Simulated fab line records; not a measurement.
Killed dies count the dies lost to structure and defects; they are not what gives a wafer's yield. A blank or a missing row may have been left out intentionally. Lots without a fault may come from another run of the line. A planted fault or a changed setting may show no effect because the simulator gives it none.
Matching of chambers	flow berkeley-cmos170	UCB170_NWELL_ETCH_13 on rie-diel-02: 4 sister chambers
The step etches Si3N4 in CH3F/Ar/O2, stops on SiO2, target depth 246.4 nm, time 154 s. 4 wafers are shown with their chamber, then 8 later ones without.

## WAFERS WITH THEIR CHAMBER
wafer	chamber	throttle-valve-pct (%)
L281.3	2	8.13
L282.1	1	7.99
L282.2	0	8.01
L285.2	3	8.29

## WAFERS WITH NO CHAMBER GIVEN
wafer	throttle-valve-pct (%)
L285.4	7.99
L285.5	8.14
L287.1	8.01
L287.5	8.15
L287.6	8.28
L288.1	8.30
L288.4	8.02
L288.6	8.02

## EACH ONE'S CHAMBER
wafer	from the rows above	in truth
L285.4	can't be placed: 1 or 0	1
L285.5	2	2
L287.1	can't be placed: 0 or 1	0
L287.5	2	2
L287.6	3	3
L288.1	3	3
L288.4	can't be placed: 0 or 1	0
L288.6	can't be placed: 0 or 1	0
Correct placement for 4 of the 8. Not placeable from these rows: 4 (in 4, the candidates include the true chamber). Number placed wrongly: 0.
How it was worked out, from the rows above alone: a wafer's distance from a chamber is the root of the sum, over the readings, of the square of ((its reading less the chamber's mean) divided by the reading's scatter). If the next closest chamber is less than 2 further off than the closest, the wafer can't be placed; otherwise it belongs to the closest. A chamber's mean is the mean of its shown wafers. The scatter: with one shown wafer a chamber, the root of the mean of the squares of how far each hidden wafer lies from its nearest shown one.
